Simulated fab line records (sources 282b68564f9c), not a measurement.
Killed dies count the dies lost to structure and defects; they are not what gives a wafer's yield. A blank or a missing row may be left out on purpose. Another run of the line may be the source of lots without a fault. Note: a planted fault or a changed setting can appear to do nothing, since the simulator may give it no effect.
A lot that was struck, set against a sound lot / flow rit-cmos / 28 steps out of a route of 202
Sound: wafers L657.2, L657.3, L657.5. The struck wafers were L661.1, L661.3, L661.5. The cause is given at the end.
For every step that has rows: the tool of each side, followed by ch and its chambers, followed by its first start. Under that, the readings that differ: sound wafers / struck wafers / difference of the means / sigmas: that difference in standard deviations of wafers without a fault.
alike: readings with means less than 2 such deviations apart, plus words and numbers identical on both sides. not compared: withheld readings, readings lacking a value on some wafer, bounds such as >300 that could conceal the same value, and numbers that have no deviation in the record and whose values overlap.
A row with sigmas, a row that says differs or no value, or rows on one side alone: a step with any of these is where the two part. When numbers do not overlap yet have no deviation, they are printed without sigmas and do not part them. A reading missing from all wafers of one side parts the sides only when that side holds two or more wafers.

RIT_ACTIVE_BOW_MEAS_00:
  sound: film-metro-02 at day 4 08:01; struck: film-metro-01 at day 5 04:00
  alike: INCOMING_BOW
RIT_ACTIVE_OXIDATION_01: target thk 46.8 nm, ox time 3360 s.
  sound on furnace-04 ch 0, day 4 08:18; struck on furnace-03 ch 0, day 5 04:07
reading=spike-tc-centre-C (C); sound=1002.3 1004.4 1002.3; struck=961.5 964.8 962.4; difference=-40.1; sigmas=-36
reading=spike-tc-load-C (C); sound=1027.4 1026.8 1026.8; struck=984.4 982.5 983.1; difference=-43.7; sigmas=-21
reading=spike-tc-source-C (C); sound=1027.5 1026.0 1027.8; struck=987.5 987.7 987.2; difference=-39.6; sigmas=-33
reading=tube-center-temp-C (C); sound=1000 999.79 999.77; struck=960.9 960.94 960.83; difference=-39.0; sigmas=-99 or more
reading=tube_center_temp_C_max; sound=1002.2 1002.0 1002.4; struck=963.0 962.9 963.4; difference=-39.1; sigmas=-93
reading=zone-power-load-pct (%); sound=38.1 38.1 36.8; struck=33.0 32.8 32.5; difference=-4.9; sigmas=-5
reading=model.SiO2_of_ACTIVE_OXIDATION_01.thk-nm (nm); sound=48.3 48.4 47.8; struck=34.63 33.57 34.5; difference=-13.93; sigmas=
RIT_ACTIVE_THK_MEAS_02:
  sound: film-metro-04 at day 4 10:14; struck: film-metro-04 at day 5 06:03
reading=ACTIVE_OXIDE_THK (nm); sound=48.4 48.4 47.8; struck=34.7 33.5 34.5; difference=-14.0; sigmas=-16
then, 1 step without rows for these wafers: RIT_ACTIVE_CVD_03 (deposits Si3N4 from SiH2Cl2/NH3, target thk 150 nm, time 1500 s).
RIT_ACTIVE_THK_MEAS_04:
  sound: film-metro-04 at day 4 11:46; struck: film-metro-02 at day 5 08:36
  alike: ACTIVE_NITRIDE_THK
then, 6 steps without rows for these wafers: RIT_ACTIVE_HMDS_05 (prime time 60 s); RIT_ACTIVE_COAT_06 (resist thk 1000 nm); RIT_ACTIVE_SOFTBAKE_07 (time 60 s); RIT_ACTIVE_EXPOSE_08 (exposes mask M1, target cd 1400 nm); RIT_ACTIVE_PEB_09; RIT_ACTIVE_DEVELOP_10 (develop time 50 s).
RIT_ACTIVE_CD_MEAS_11: the cd target is 1400 nm.
  sound: cd-sem-02 at day 4 12:49; struck: cd-sem-02 at day 5 09:31
  alike: cd-nm
then, 1 step without rows for these wafers: RIT_ACTIVE_HARDBAKE_12 (time 60 s).
RIT_ACTIVE_ETCH_13: etches Si3N4 in SF6, stops on SiO2, time 210 s, target depth 210 nm.
  sound on rie-diel-04 ch 0,2,3, day 4 13:04; struck on rie-diel-01 ch 2,3, day 5 09:47
  alike: drypump-motor-current-A, oes-product-au, throttle-valve-pct
  not compared: rf-hours-counter-h
RIT_ACTIVE_STRIP_14: strips in O2, time 180 s.
  sound on plasma-asher-03 ch 0,1, day 4 13:11; struck on plasma-asher-02 ch 0,1, day 5 09:55
  alike: drypump-motor-current-A
  not compared: rf-hours-counter-h
RIT_ACTIVE_CD_MEAS_90: the cd target is 1400 nm.
  sound: cd-sem-02 at day 4 13:23; struck: cd-sem-01 at day 5 10:05
  alike: cd-nm
then, 4 steps without rows for these wafers: RIT_ACTIVE_CLEAN_15 (cleans in SC1, time 600 s); RIT_ACTIVE_CLEAN_16 (cleans in dHF, time 30 s); RIT_ACTIVE_CLEAN_17 (cleans in SC2, time 600 s); RIT_FOX1_OXIDATION_00 (target thk 350.7 nm, ox time 1130 s).
RIT_FOX1_THK_MEAS_01:
  sound: film-metro-02 at day 4 15:43; struck: film-metro-03 at day 5 13:07
  alike: FOX1_OXIDE_THK
then, 2 steps without rows for these wafers: RIT_FOX1_WET_ETCH_02 (etches SiO2 in BOE, target depth 350 nm, time 390 s); RIT_FOX2_OXIDATION_00 (target thk 350.7 nm, ox time 1168 s).
RIT_FOX2_THK_MEAS_01:
  sound: film-metro-02 at day 4 17:13; struck: film-metro-03 at day 5 14:37
  alike: FOX2_OXIDE_THK
then, 1 step without rows for these wafers: RIT_FOX2_CLEAN_02 (cleans in dHF, time 180 s).
RIT_FOX2_WET_ETCH_03: etches Si3N4 in H3PO4, target depth 195 nm, time 2700 s.
  sound on wet-bench-04 ch 0, day 4 17:19; struck on wet-bench-03 ch 3, day 5 14:44
reading=model.SiO2_of_ACTIVE_OXIDATION_01.thk-nm (nm); sound=42.27 42.94 41.21; struck=28.58 29.82 28.45; difference=-13.19; sigmas=
RIT_FOX2_THK_MEAS_90:
  sound: film-metro-03 at day 4 18:07; struck: film-metro-03 at day 5 15:34
  alike: FIELD_OXIDE_LEFT_1_THK
RIT_M1_PROBE_99:
  sound: prober-01 at day 6 08:34; struck: prober-01 at day 7 09:22
reading=model.etest.pldd.width-nm (nm); sound=3140 3156 3152; struck=3263 3280 3267; difference=+121; sigmas=
reading=model.etest.nldd.width-nm (nm); sound=3155 3153 3136; struck=3270 3268 3267; difference=+120; sigmas=
reading=model.etest.nplus-sal.width-nm (nm); sound=3436 3421 3434; struck=3511 3530 3535; difference=+95; sigmas=
reading=model.etest.pplus-sal.width-nm (nm); sound=3432 3440 3417; struck=3496 3533 3491; difference=+77; sigmas=
reading=model.etest.nmos-narrow.drive-ua-um; sound=217.8 226.3 216.9; struck=242.9 246.9 247.4; difference=+25.4; sigmas=
reading=model.etest.pmos-narrow.drive-ua-um; sound=102.4 102.8 102.4; struck=110 112 112.1; difference=+9; sigmas=
  alike: killed-at-contacts, killed-at-front-end, killed-dies, killed-open, killed-short
  not compared: model.etest.nmos_0p3.r-on-ohm-um, model.etest.nmos_0p3.drive-ua-um

## WHERE THEY PART
First at RIT_ACTIVE_OXIDATION_01; last, within this record, at RIT_ACTIVE_THK_MEAS_02. Later steps at which nothing parts them and some readings are alike: RIT_ACTIVE_THK_MEAS_04, RIT_ACTIVE_CD_MEAS_11, RIT_ACTIVE_ETCH_13, RIT_ACTIVE_STRIP_14, RIT_ACTIVE_CD_MEAS_90, RIT_FOX1_THK_MEAS_01, RIT_FOX2_THK_MEAS_01, RIT_FOX2_THK_MEAS_90, RIT_M1_PROBE_99.

WHY: whatever the simulator had introduced
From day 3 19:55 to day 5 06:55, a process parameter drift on furnace-03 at RIT_ACTIVE_OXIDATION_01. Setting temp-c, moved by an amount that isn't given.
